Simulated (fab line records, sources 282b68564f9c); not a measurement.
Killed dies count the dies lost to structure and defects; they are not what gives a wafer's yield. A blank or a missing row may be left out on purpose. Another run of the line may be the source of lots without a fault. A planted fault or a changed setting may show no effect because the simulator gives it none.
fab line records / flow rit_cmos
record lots=5 wafers=15 last_day=7
route steps=202 shown ACTIVE@10 FOX1@20 FOX2@23
lots that met no fault: from a run of the same line without faults
start_h: hours from the record's opening day to when the first of the lot's shown wafers began / wait_h: hours elapsed since this lot's preceding step / " the same as in the row above / L1.1+2: several wafers, shown together as one row / - no value, or no start was given / * or withheld: withheld / < > ~ a bound
route shown NAME@n: NAME is a module with steps in the file, n the number in the route of the first one / usual: average and standard deviation across the fault-free wafers / same: alike in all rows / chamber/n: place in a boat / sites: the reading at each site / _std_site: how widely they spread, as a standard deviation / _edge_site: the outer-site mean with the inner-site mean subtracted / radius_mm: for every site, how far away it sits from the centre of the wafer / mask NAME#n: copy n / behind: the most recent tool/chamber to have shaped the wafer / hold: why the lot was held/for how many hours/how that ended / device: names the non-switching transistor (n, p or np) / end of line: at the end of the route, the tests of the same wafers / a step with no rows: only its recipe / killed: at the first sort, the dies lost to defects and structure; wafer yield is something else / map: per-die view of a wafer (x killed, . not killed, _ where there is no die)
set.NAME: the run value of the setting; set.NAME@STEP: its run value at that earlier step / model.NAME: the simulator's own value behind a step, which no gauge read
a table for each step, a row for each wafer; lots at some steps of the route
services: the hour from which a tool's chamber was out of use, counted from the record's first day as start_h (under 0 if before that day), plus the number of hours and why
## steps
# step RIT_ACTIVE_PEB_09
# recipe resist=NOVOLAK temp_c=withheld time_s=withheld
lot.wafer=L083.2+4+6 tool=litho_track-03 chamber=0 start_h=60.20 wait_h=0.1
lot.wafer=L085.2+3+5 tool=litho_track-04 chamber=0 start_h=69.18 wait_h=0.1
lot.wafer=L092.2+3+6 tool=litho_track-03 chamber=0 start_h=104.34 wait_h=0.1
lot.wafer=L095.3+4+6 tool=litho_track-02 chamber=0 start_h=119.21 wait_h=0.1
lot.wafer=L097.1+3+5 tool=litho_track-03 chamber=0 start_h=129.30 wait_h=0.1
# step RIT_ACTIVE_DEVELOP_10
# recipe resist=NOVOLAK develop_time_s=50 dev_temp_c=23
lot.wafer=L083.2+4+6 tool=litho_track-03 chamber=0 start_h=- wait_h=-
lot.wafer=L085.2+3+5 tool=litho_track-04 chamber=0 start_h=- wait_h=-
lot.wafer=L092.2+3+6 tool=litho_track-03 chamber=0 start_h=- wait_h=-
lot.wafer=L095.3+4+6 tool=litho_track-02 chamber=0 start_h=- wait_h=-
lot.wafer=L097.1+3+5 tool=litho_track-03 chamber=0 start_h=- wait_h=-
# step RIT_ACTIVE_CD_MEAS_11
# recipe target_cd_nm=1400
# usual cd_nm=1400.2/2.6
lot.wafer=L083.2 tool=cd_sem-02 chamber=- start_h=60.47 wait_h=- cd_nm=1401.2
lot.wafer=L083.4 tool=cd_sem-02 chamber=- start_h=60.47 wait_h=- cd_nm=1404.7
lot.wafer=L083.6 tool=cd_sem-02 chamber=- start_h=60.47 wait_h=- cd_nm=1405.6
lot.wafer=L085.2 tool=cd_sem-01 chamber=- start_h=69.46 wait_h=- cd_nm=1399.0
lot.wafer=L085.3 tool=cd_sem-01 chamber=- start_h=69.46 wait_h=- cd_nm=1400.2
lot.wafer=L085.5 tool=cd_sem-01 chamber=- start_h=69.46 wait_h=- cd_nm=1401.8
lot.wafer=L092.2 tool=cd_sem-01 chamber=- start_h=104.62 wait_h=- cd_nm=1400.9
lot.wafer=L092.3 tool=cd_sem-01 chamber=- start_h=104.62 wait_h=- cd_nm=1402.5
lot.wafer=L092.6 tool=cd_sem-01 chamber=- start_h=104.62 wait_h=- cd_nm=1400.5
lot.wafer=L095.3 tool=cd_sem-02 chamber=- start_h=119.48 wait_h=- cd_nm=1400.2
lot.wafer=L095.4 tool=cd_sem-02 chamber=- start_h=119.48 wait_h=- cd_nm=1397.7
lot.wafer=L095.6 tool=cd_sem-02 chamber=- start_h=119.48 wait_h=- cd_nm=1402.1
lot.wafer=L097.1 tool=cd_sem-02 chamber=- start_h=129.58 wait_h=- cd_nm=1404.2
lot.wafer=L097.3 tool=cd_sem-02 chamber=- start_h=129.58 wait_h=- cd_nm=1402.8
lot.wafer=L097.5 tool=cd_sem-02 chamber=- start_h=129.58 wait_h=- cd_nm=1401.0
# step RIT_ACTIVE_HARDBAKE_12
# recipe resist=NOVOLAK temp_c=140 time_s=60
# usual heater_power_total_W=62.54/0.048
lot.wafer=L083.2 tool=litho_track-03 chamber=0 start_h=60.60 wait_h=0.1 heater_power_total_W=62.66
lot.wafer=L083.4 tool=litho_track-03 chamber=0 start_h=60.60 wait_h=0.1 heater_power_total_W=62.44
lot.wafer=L083.6 tool=litho_track-03 chamber=0 start_h=60.60 wait_h=0.1 heater_power_total_W=62.52
lot.wafer=L085.2 tool=litho_track-02 chamber=0 start_h=69.58 wait_h=0.1 heater_power_total_W=62.56
lot.wafer=L085.3 tool=litho_track-02 chamber=0 start_h=69.58 wait_h=0.1 heater_power_total_W=62.57
lot.wafer=L085.5 tool=litho_track-02 chamber=0 start_h=69.58 wait_h=0.1 heater_power_total_W=62.50
lot.wafer=L092.2 tool=litho_track-04 chamber=0 start_h=104.74 wait_h=0.1 heater_power_total_W=62.57
lot.wafer=L092.3 tool=litho_track-04 chamber=0 start_h=104.74 wait_h=0.1 heater_power_total_W=62.57
lot.wafer=L092.6 tool=litho_track-04 chamber=0 start_h=104.74 wait_h=0.1 heater_power_total_W=62.66
lot.wafer=L095.3 tool=litho_track-04 chamber=0 start_h=119.61 wait_h=0.1 heater_power_total_W=62.50
lot.wafer=L095.4 tool=litho_track-04 chamber=0 start_h=119.61 wait_h=0.1 heater_power_total_W=62.57
lot.wafer=L095.6 tool=litho_track-04 chamber=0 start_h=119.61 wait_h=0.1 heater_power_total_W=62.59
lot.wafer=L097.1 tool=litho_track-03 chamber=0 start_h=129.70 wait_h=0.1 heater_power_total_W=62.61
lot.wafer=L097.3 tool=litho_track-03 chamber=0 start_h=129.70 wait_h=0.1 heater_power_total_W=62.54
lot.wafer=L097.5 tool=litho_track-03 chamber=0 start_h=129.70 wait_h=0.1 heater_power_total_W=62.53
# step RIT_ACTIVE_ETCH_13
# recipe stop_on=SiO2 chemistry=SF6 target=Si3N4 time_s=210 over_etch_frac=0.4 SF6_flow_sccm=200 pressure_mtorr=260 rf_w=125 target_depth_a=2100
# usual drypump_motor_current_A=5.7/0.34 oes_product_au=0.819/0.013 throttle_valve_pct=7.45/0.12
lot.wafer=L083.2 tool=rie_diel-01 chamber=2 start_h=60.72 wait_h=0.1 drypump_motor_current_A=5.6 oes_product_au=0.831 rf_hours_counter_h=123 throttle_valve_pct=7.38
lot.wafer=L083.4 tool=rie_diel-01 chamber=3 start_h=60.72 wait_h=0.1 drypump_motor_current_A=5.8 oes_product_au=0.801 rf_hours_counter_h=41 throttle_valve_pct=7.40
lot.wafer=L083.6 tool=rie_diel-01 chamber=0 start_h=60.72 wait_h=0.1 drypump_motor_current_A=5.1 oes_product_au=0.827 rf_hours_counter_h=- throttle_valve_pct=7.46
lot.wafer=L085.2 tool=rie_diel-03 chamber=1 start_h=69.71 wait_h=0.1 drypump_motor_current_A=5.8 oes_product_au=0.814 rf_hours_counter_h=41 throttle_valve_pct=7.54
lot.wafer=L085.3 tool=rie_diel-03 chamber=0 start_h=69.71 wait_h=0.1 drypump_motor_current_A=6.1 oes_product_au=0.819 rf_hours_counter_h=96 throttle_valve_pct=7.44
lot.wafer=L085.5 tool=rie_diel-03 chamber=0 start_h=69.71 wait_h=0.1 drypump_motor_current_A=6.1 oes_product_au=0.821 rf_hours_counter_h=- throttle_valve_pct=7.44
lot.wafer=L092.2 tool=rie_diel-02 chamber=0 start_h=104.87 wait_h=0.1 drypump_motor_current_A=5.1 oes_product_au=0.830 rf_hours_counter_h=76 throttle_valve_pct=7.49
lot.wafer=L092.3 tool=rie_diel-02 chamber=1 start_h=104.87 wait_h=0.1 drypump_motor_current_A=5.7 oes_product_au=0.814 rf_hours_counter_h=0 throttle_valve_pct=7.39
lot.wafer=L092.6 tool=rie_diel-02 chamber=2 start_h=104.87 wait_h=0.1 drypump_motor_current_A=6.0 oes_product_au=0.797 rf_hours_counter_h=- throttle_valve_pct=7.21
lot.wafer=L095.3 tool=rie_diel-02 chamber=0 start_h=119.71 wait_h=0.1 drypump_motor_current_A=5.1 oes_product_au=0.832 rf_hours_counter_h=76 throttle_valve_pct=7.48
lot.wafer=L095.4 tool=rie_diel-02 chamber=1 start_h=119.71 wait_h=0.1 drypump_motor_current_A=5.7 oes_product_au=0.820 rf_hours_counter_h=1 throttle_valve_pct=7.39
lot.wafer=L095.6 tool=rie_diel-02 chamber=3 start_h=119.71 wait_h=0.1 drypump_motor_current_A=5.4 oes_product_au=0.827 rf_hours_counter_h=- throttle_valve_pct=7.44
lot.wafer=L097.1 tool=rie_diel-03 chamber=1 start_h=129.85 wait_h=0.1 drypump_motor_current_A=5.8 oes_product_au=0.814 rf_hours_counter_h=42 throttle_valve_pct=7.54
lot.wafer=L097.3 tool=rie_diel-03 chamber=2 start_h=129.85 wait_h=0.1 drypump_motor_current_A=6.1 oes_product_au=0.817 rf_hours_counter_h=9 throttle_valve_pct=7.63
lot.wafer=L097.5 tool=rie_diel-03 chamber=1 start_h=129.85 wait_h=0.1 drypump_motor_current_A=5.8 oes_product_au=0.820 rf_hours_counter_h=- throttle_valve_pct=7.54
# step RIT_ACTIVE_STRIP_14
# recipe chemistry=O2 time_s=180 resist=NOVOLAK platen_temp_c=withheld power_w=500 pressure_mtorr=4000 o2_flow_sccm=4000
# usual drypump_motor_current_A=5.8/0.41
lot.wafer=L083.2 tool=plasma_asher-02 chamber=0 start_h=60.86 wait_h=0.1 drypump_motor_current_A=6.1 rf_hours_counter_h=42
lot.wafer=L083.4 tool=plasma_asher-02 chamber=1 start_h=60.86 wait_h=0.1 drypump_motor_current_A=6.1 rf_hours_counter_h=-
lot.wafer=L083.6 tool=plasma_asher-02 chamber=1 start_h=60.86 wait_h=0.1 drypump_motor_current_A=6.1 rf_hours_counter_h=-
lot.wafer=L085.2 tool=plasma_asher-01 chamber=0 start_h=69.84 wait_h=0.1 drypump_motor_current_A=5.7 rf_hours_counter_h=42
lot.wafer=L085.3 tool=plasma_asher-01 chamber=0 start_h=69.84 wait_h=0.1 drypump_motor_current_A=5.7 rf_hours_counter_h=-
lot.wafer=L085.5 tool=plasma_asher-01 chamber=0 start_h=69.84 wait_h=0.1 drypump_motor_current_A=5.7 rf_hours_counter_h=-
lot.wafer=L092.2 tool=plasma_asher-03 chamber=0 start_h=105.00 wait_h=0.1 drypump_motor_current_A=5.9 rf_hours_counter_h=30
lot.wafer=L092.3 tool=plasma_asher-03 chamber=0 start_h=105.00 wait_h=0.1 drypump_motor_current_A=5.9 rf_hours_counter_h=-
lot.wafer=L092.6 tool=plasma_asher-03 chamber=1 start_h=105.00 wait_h=0.1 drypump_motor_current_A=6.3 rf_hours_counter_h=-
lot.wafer=L095.3 tool=plasma_asher-03 chamber=1 start_h=119.90 wait_h=0.1 drypump_motor_current_A=6.3 rf_hours_counter_h=-
lot.wafer=L095.4 tool=plasma_asher-03 chamber=0 start_h=119.90 wait_h=0.1 drypump_motor_current_A=5.9 rf_hours_counter_h=-
lot.wafer=L095.6 tool=plasma_asher-03 chamber=0 start_h=119.90 wait_h=0.1 drypump_motor_current_A=5.9 rf_hours_counter_h=-
lot.wafer=L097.1 tool=plasma_asher-03 chamber=1 start_h=129.98 wait_h=0.1 drypump_motor_current_A=6.3 rf_hours_counter_h=33
lot.wafer=L097.3 tool=plasma_asher-03 chamber=1 start_h=129.98 wait_h=0.1 drypump_motor_current_A=6.3 rf_hours_counter_h=-
lot.wafer=L097.5 tool=plasma_asher-03 chamber=1 start_h=129.98 wait_h=0.1 drypump_motor_current_A=6.3 rf_hours_counter_h=-
# step RIT_ACTIVE_CD_MEAS_90
# recipe target_cd_nm=1400
# usual cd_nm=1400.2/2.6
lot.wafer=L083.2 tool=cd_sem-02 chamber=- start_h=61.05 wait_h=0.1 cd_nm=1401.3
lot.wafer=L083.4 tool=cd_sem-02 chamber=- start_h=61.05 wait_h=0.1 cd_nm=1404.5
lot.wafer=L083.6 tool=cd_sem-02 chamber=- start_h=61.05 wait_h=0.1 cd_nm=1405.2
lot.wafer=L085.2 tool=cd_sem-01 chamber=- start_h=70.04 wait_h=0.1 cd_nm=1398.9
lot.wafer=L085.3 tool=cd_sem-01 chamber=- start_h=70.04 wait_h=0.1 cd_nm=1400.2
lot.wafer=L085.5 tool=cd_sem-01 chamber=- start_h=70.04 wait_h=0.1 cd_nm=1401.8
lot.wafer=L092.2 tool=cd_sem-02 chamber=- start_h=105.19 wait_h=0.1 cd_nm=1400.3
lot.wafer=L092.3 tool=cd_sem-02 chamber=- start_h=105.19 wait_h=0.1 cd_nm=1402.1
lot.wafer=L092.6 tool=cd_sem-02 chamber=- start_h=105.19 wait_h=0.1 cd_nm=1400.4
lot.wafer=L095.3 tool=cd_sem-01 chamber=- start_h=120.06 wait_h=0.1 cd_nm=1399.9
lot.wafer=L095.4 tool=cd_sem-01 chamber=- start_h=120.06 wait_h=0.1 cd_nm=1397.7
lot.wafer=L095.6 tool=cd_sem-01 chamber=- start_h=120.06 wait_h=0.1 cd_nm=1401.8
lot.wafer=L097.1 tool=cd_sem-01 chamber=- start_h=130.16 wait_h=0.1 cd_nm=1404.0
lot.wafer=L097.3 tool=cd_sem-01 chamber=- start_h=130.16 wait_h=0.1 cd_nm=1403.3
lot.wafer=L097.5 tool=cd_sem-01 chamber=- start_h=130.16 wait_h=0.1 cd_nm=1401.7
# step RIT_ACTIVE_CLEAN_15
# recipe chemistry=SC1 mix=3:3:50 time_s=600 temp_c=75
lot.wafer=L083.2+4+6 tool=wet_bench-02 chamber=0 start_h=61.15 wait_h=0.1
lot.wafer=L085.2+3+5 tool=wet_bench-03 chamber=2 start_h=70.14 wait_h=0.1
lot.wafer=L092.2+3+6 tool=wet_bench-04 chamber=3 start_h=105.29 wait_h=0.1
lot.wafer=L095.3+4+6 tool=wet_bench-04 chamber=0 start_h=120.14 wait_h=0.1
lot.wafer=L097.1+3+5 tool=wet_bench-03 chamber=3 start_h=130.28 wait_h=0.1
# step RIT_ACTIVE_CLEAN_16
# recipe chemistry=dHF dilution=50:1 time_s=30
lot.wafer=L083.2+4+6 tool=wet_bench-03 chamber=3 start_h=61.33 wait_h=0.0
lot.wafer=L085.2+3+5 tool=wet_bench-04 chamber=0 start_h=70.33 wait_h=0.0
lot.wafer=L092.2+3+6 tool=wet_bench-02 chamber=2 start_h=105.47 wait_h=0.0
lot.wafer=L095.3+4+6 tool=wet_bench-03 chamber=1 start_h=120.31 wait_h=0.0
lot.wafer=L097.1+3+5 tool=wet_bench-04 chamber=3 start_h=130.45 wait_h=0.0
# step RIT_ACTIVE_CLEAN_17
# recipe chemistry=SC2 mix=3:3:50 time_s=600 temp_c=75 dry=n2_spin
lot.wafer=L083.2+4+6 tool=wet_bench-02 chamber=3 start_h=61.35 wait_h=0.0
lot.wafer=L085.2+3+5 tool=wet_bench-02 chamber=2 start_h=70.35 wait_h=0.0
lot.wafer=L092.2+3+6 tool=wet_bench-04 chamber=3 start_h=105.51 wait_h=0.0
lot.wafer=L095.3+4+6 tool=wet_bench-04 chamber=3 start_h=120.33 wait_h=0.0
lot.wafer=L097.1+3+5 tool=wet_bench-02 chamber=2 start_h=130.47 wait_h=0.0
# step RIT_FOX1_OXIDATION_00
# recipe temp_c=1100 ambient=H2O target_thk_a=3507 p_h2o_torr=720 ox_time_s=1130
# usual ox_temp_c=1100.0/0.49 ox_temp_c_max=1108.0/2.5 spike_tc_source_C=1128.8/2.9
lot.wafer=L083.2 tool=furnace-01 chamber=0 start_h=63.59 wait_h=2.1 ox_temp_c=1101.1 ox_temp_c_max=1111.7 spike_tc_source_C=1125.4
lot.wafer=L083.4 tool=furnace-01 chamber=0 start_h=63.59 wait_h=2.1 ox_temp_c=1100.0 ox_temp_c_max=1109.3 spike_tc_source_C=1125.4
lot.wafer=L083.6 tool=furnace-01 chamber=0 start_h=63.59 wait_h=2.1 ox_temp_c=1100.0 ox_temp_c_max=1109.1 spike_tc_source_C=1127.8
lot.wafer=L085.2 tool=furnace-03 chamber=0 start_h=71.60 wait_h=1.1 ox_temp_c=1099.9 ox_temp_c_max=1106.0 spike_tc_source_C=1131.6
lot.wafer=L085.3 tool=furnace-03 chamber=0 start_h=71.60 wait_h=1.1 ox_temp_c=1099.7 ox_temp_c_max=1108.1 spike_tc_source_C=1131.7
lot.wafer=L085.5 tool=furnace-03 chamber=0 start_h=71.60 wait_h=1.1 ox_temp_c=1099.8 ox_temp_c_max=1108.8 spike_tc_source_C=1133.0
lot.wafer=L092.2 tool=furnace-04 chamber=0 start_h=106.92 wait_h=1.2 ox_temp_c=1099.9 ox_temp_c_max=1104.8 spike_tc_source_C=1130.8
lot.wafer=L092.3 tool=furnace-04 chamber=0 start_h=106.92 wait_h=1.2 ox_temp_c=1099.2 ox_temp_c_max=1105.8 spike_tc_source_C=1131.4
lot.wafer=L092.6 tool=furnace-04 chamber=0 start_h=106.92 wait_h=1.2 ox_temp_c=1099.7 ox_temp_c_max=1106.3 spike_tc_source_C=1131.6
lot.wafer=L095.3 tool=furnace-01 chamber=0 start_h=122.42 wait_h=1.9 ox_temp_c=1099.7 ox_temp_c_max=1106.8 spike_tc_source_C=1125.0
lot.wafer=L095.4 tool=furnace-01 chamber=0 start_h=122.42 wait_h=1.9 ox_temp_c=1100.7 ox_temp_c_max=1111.2 spike_tc_source_C=1127.5
lot.wafer=L095.6 tool=furnace-01 chamber=0 start_h=122.42 wait_h=1.9 ox_temp_c=1100.8 ox_temp_c_max=1111.9 spike_tc_source_C=1125.5
lot.wafer=L097.1 tool=furnace-01 chamber=0 start_h=130.66 wait_h=0.0 ox_temp_c=1101.1 ox_temp_c_max=1110.2 spike_tc_source_C=1126.7
lot.wafer=L097.3 tool=furnace-01 chamber=0 start_h=130.66 wait_h=0.0 ox_temp_c=1101.0 ox_temp_c_max=1112.9 spike_tc_source_C=1126.5
lot.wafer=L097.5 tool=furnace-01 chamber=0 start_h=130.66 wait_h=0.0 ox_temp_c=1101.3 ox_temp_c_max=1110.8 spike_tc_source_C=1123.7
# step RIT_FOX1_THK_MEAS_01
# recipe reads=SiO2_of_FOX1_OXIDATION_00
# usual FOX1_OXIDE_THK=354/6.6
lot.wafer=L083.2 tool=film_metro-01 chamber=- start_h=64.92 wait_h=0.0 FOX1_OXIDE_THK[nm]=348
lot.wafer=L083.4 tool=film_metro-01 chamber=- start_h=64.92 wait_h=0.0 FOX1_OXIDE_THK[nm]=347
lot.wafer=L083.6 tool=film_metro-01 chamber=- start_h=64.92 wait_h=0.0 FOX1_OXIDE_THK[nm]=349
lot.wafer=L085.2 tool=film_metro-01 chamber=- start_h=72.92 wait_h=0.0 FOX1_OXIDE_THK[nm]=341
lot.wafer=L085.3 tool=film_metro-01 chamber=- start_h=72.92 wait_h=0.0 FOX1_OXIDE_THK[nm]=342
lot.wafer=L085.5 tool=film_metro-01 chamber=- start_h=72.92 wait_h=0.0 FOX1_OXIDE_THK[nm]=345
lot.wafer=L092.2 tool=film_metro-02 chamber=- start_h=108.25 wait_h=0.0 FOX1_OXIDE_THK[nm]=364
lot.wafer=L092.3 tool=film_metro-02 chamber=- start_h=108.25 wait_h=0.0 FOX1_OXIDE_THK[nm]=362
lot.wafer=L092.6 tool=film_metro-02 chamber=- start_h=108.25 wait_h=0.0 FOX1_OXIDE_THK[nm]=361
lot.wafer=L095.3 tool=film_metro-01 chamber=- start_h=123.75 wait_h=0.0 FOX1_OXIDE_THK[nm]=355
lot.wafer=L095.4 tool=film_metro-01 chamber=- start_h=123.75 wait_h=0.0 FOX1_OXIDE_THK[nm]=358
lot.wafer=L095.6 tool=film_metro-01 chamber=- start_h=123.75 wait_h=0.0 FOX1_OXIDE_THK[nm]=359
lot.wafer=L097.1 tool=film_metro-01 chamber=- start_h=131.97 wait_h=0.0 FOX1_OXIDE_THK[nm]=355
lot.wafer=L097.3 tool=film_metro-01 chamber=- start_h=131.97 wait_h=0.0 FOX1_OXIDE_THK[nm]=356
lot.wafer=L097.5 tool=film_metro-01 chamber=- start_h=131.97 wait_h=0.0 FOX1_OXIDE_THK[nm]=347
# step RIT_FOX1_WET_ETCH_02
# recipe chemistry=BOE target_depth_nm=350 time_s=390 temp_c=21.5 dry=n2_spin dilution=10:1 target=SiO2
lot.wafer=L083.2+4+6 tool=wet_bench-01 chamber=2 start_h=64.97 wait_h=0.0
lot.wafer=L085.2+3+5 tool=wet_bench-01 chamber=0 start_h=72.97 wait_h=0.0
lot.wafer=L092.2+3+6 tool=wet_bench-02 chamber=3 start_h=108.30 wait_h=0.0
lot.wafer=L095.3+4+6 tool=wet_bench-04 chamber=1 start_h=123.79 wait_h=0.0
lot.wafer=L097.1+3+5 tool=wet_bench-04 chamber=1 start_h=132.03 wait_h=0.1
# step RIT_FOX2_OXIDATION_00
# recipe temp_c=1100 ambient=H2O target_thk_a=3507 p_h2o_torr=720 ox_time_s=1130
# usual ox_temp_c=1100.0/0.44 ox_temp_c_max=1107.2/2.3 spike_tc_source_C=1129.8/2.7
lot.wafer=L083.2 tool=furnace-03 chamber=0 start_h=65.08 wait_h=0.0 ox_temp_c=1098.8 ox_temp_c_max=1104.1 spike_tc_source_C=1132.1
lot.wafer=L083.4 tool=furnace-03 chamber=0 start_h=65.08 wait_h=0.0 ox_temp_c=1100.1 ox_temp_c_max=1106.9 spike_tc_source_C=1128.9
lot.wafer=L083.6 tool=furnace-03 chamber=0 start_h=65.08 wait_h=0.0 ox_temp_c=1099.4 ox_temp_c_max=1104.7 spike_tc_source_C=1131.4
lot.wafer=L085.2 tool=furnace-04 chamber=0 start_h=73.09 wait_h=0.0 ox_temp_c=1100.1 ox_temp_c_max=1105.5 spike_tc_source_C=1133.3
lot.wafer=L085.3 tool=furnace-04 chamber=0 start_h=73.09 wait_h=0.0 ox_temp_c=1100.4 ox_temp_c_max=1105.5 spike_tc_source_C=1130.2
lot.wafer=L085.5 tool=furnace-04 chamber=0 start_h=73.09 wait_h=0.0 ox_temp_c=1100.0 ox_temp_c_max=1105.3 spike_tc_source_C=1130.1
lot.wafer=L092.2 tool=furnace-03 chamber=0 start_h=109.66 wait_h=1.1 ox_temp_c=1099.4 ox_temp_c_max=1106.8 spike_tc_source_C=1130.8
lot.wafer=L092.3 tool=furnace-03 chamber=0 start_h=109.66 wait_h=1.1 ox_temp_c=1099.3 ox_temp_c_max=1106.0 spike_tc_source_C=1129.7
lot.wafer=L092.6 tool=furnace-03 chamber=0 start_h=109.66 wait_h=1.1 ox_temp_c=1100.1 ox_temp_c_max=1105.6 spike_tc_source_C=1130.2
lot.wafer=L095.3 tool=furnace-03 chamber=0 start_h=123.92 wait_h=0.0 ox_temp_c=1099.7 ox_temp_c_max=1105.5 spike_tc_source_C=1130.8
lot.wafer=L095.4 tool=furnace-03 chamber=0 start_h=123.92 wait_h=0.0 ox_temp_c=1099.9 ox_temp_c_max=1105.4 spike_tc_source_C=1129.4
lot.wafer=L095.6 tool=furnace-03 chamber=0 start_h=123.92 wait_h=0.0 ox_temp_c=1099.4 ox_temp_c_max=1106.1 spike_tc_source_C=1130.9
lot.wafer=L097.1 tool=furnace-04 chamber=0 start_h=132.15 wait_h=0.0 ox_temp_c=1099.8 ox_temp_c_max=1106.3 spike_tc_source_C=1132.9
lot.wafer=L097.3 tool=furnace-04 chamber=0 start_h=132.15 wait_h=0.0 ox_temp_c=1100.0 ox_temp_c_max=1106.7 spike_tc_source_C=1131.6
lot.wafer=L097.5 tool=furnace-04 chamber=0 start_h=132.15 wait_h=0.0 ox_temp_c=1100.3 ox_temp_c_max=1107.8 spike_tc_source_C=1131.7
# step RIT_FOX2_THK_MEAS_01
# recipe reads=SiO2_of_FOX2_OXIDATION_00
# usual FOX2_OXIDE_THK=353/6.8
lot.wafer=L083.2 tool=film_metro-02 chamber=- start_h=66.41 wait_h=0.0 FOX2_OXIDE_THK[nm]=362
lot.wafer=L083.4 tool=film_metro-02 chamber=- start_h=66.41 wait_h=0.0 FOX2_OXIDE_THK[nm]=358
lot.wafer=L083.6 tool=film_metro-02 chamber=- start_h=66.41 wait_h=0.0 FOX2_OXIDE_THK[nm]=358
lot.wafer=L085.2 tool=film_metro-01 chamber=- start_h=74.41 wait_h=0.0 FOX2_OXIDE_THK[nm]=349
lot.wafer=L085.3 tool=film_metro-01 chamber=- start_h=74.41 wait_h=0.0 FOX2_OXIDE_THK[nm]=345
lot.wafer=L085.5 tool=film_metro-01 chamber=- start_h=74.41 wait_h=0.0 FOX2_OXIDE_THK[nm]=342
lot.wafer=L092.2 tool=film_metro-04 chamber=- start_h=110.99 wait_h=0.0 FOX2_OXIDE_THK[nm]=361
lot.wafer=L092.3 tool=film_metro-04 chamber=- start_h=110.99 wait_h=0.0 FOX2_OXIDE_THK[nm]=361
lot.wafer=L092.6 tool=film_metro-04 chamber=- start_h=110.99 wait_h=0.0 FOX2_OXIDE_THK[nm]=355
lot.wafer=L095.3 tool=film_metro-01 chamber=- start_h=125.25 wait_h=0.0 FOX2_OXIDE_THK[nm]=357
lot.wafer=L095.4 tool=film_metro-01 chamber=- start_h=125.25 wait_h=0.0 FOX2_OXIDE_THK[nm]=355
lot.wafer=L095.6 tool=film_metro-01 chamber=- start_h=125.25 wait_h=0.0 FOX2_OXIDE_THK[nm]=357
lot.wafer=L097.1 tool=film_metro-02 chamber=- start_h=133.46 wait_h=0.0 FOX2_OXIDE_THK[nm]=366
lot.wafer=L097.3 tool=film_metro-02 chamber=- start_h=133.46 wait_h=0.0 FOX2_OXIDE_THK[nm]=363
lot.wafer=L097.5 tool=film_metro-02 chamber=- start_h=133.46 wait_h=0.0 FOX2_OXIDE_THK[nm]=369
## services
tool=furnace-03 chamber=- start_h=42.05 hours=2.9 kind=pm
tool=rie_diel-03 chamber=0 start_h=54.50 hours=1.9 kind=repair
tool=rie_diel-02 chamber=1 start_h=62.93 hours=- kind=clean
tool=rie_diel-02 chamber=1 start_h=62.93 hours=22.2 kind=scheduled_down
tool=rie_diel-02 chamber=1 start_h=62.93 hours=22.2 kind=vent_cycle
tool=plasma_asher-03 chamber=- start_h=63.47 hours=2.8 kind=pm
tool=rie_diel-01 chamber=- start_h=63.98 hours=0.3 kind=repair
tool=rie_diel-03 chamber=- start_h=68.33 hours=1.2 kind=repair
tool=rie_diel-01 chamber=3 start_h=70.58 hours=8.1 kind=repair
tool=rie_diel-02 chamber=- start_h=70.82 hours=3.2 kind=repair
tool=rie_diel-02 chamber=3 start_h=82.61 hours=6.1 kind=repair
tool=rie_diel-01 chamber=1 start_h=91.33 hours=- kind=clean
tool=rie_diel-01 chamber=1 start_h=91.33 hours=33.3 kind=scheduled_down
tool=rie_diel-01 chamber=1 start_h=91.33 hours=33.3 kind=vent_cycle
tool=rie_diel-03 chamber=1 start_h=96.18 hours=13.8 kind=repair
tool=rie_diel-01 chamber=3 start_h=119.73 hours=3.9 kind=repair
## key
fault none
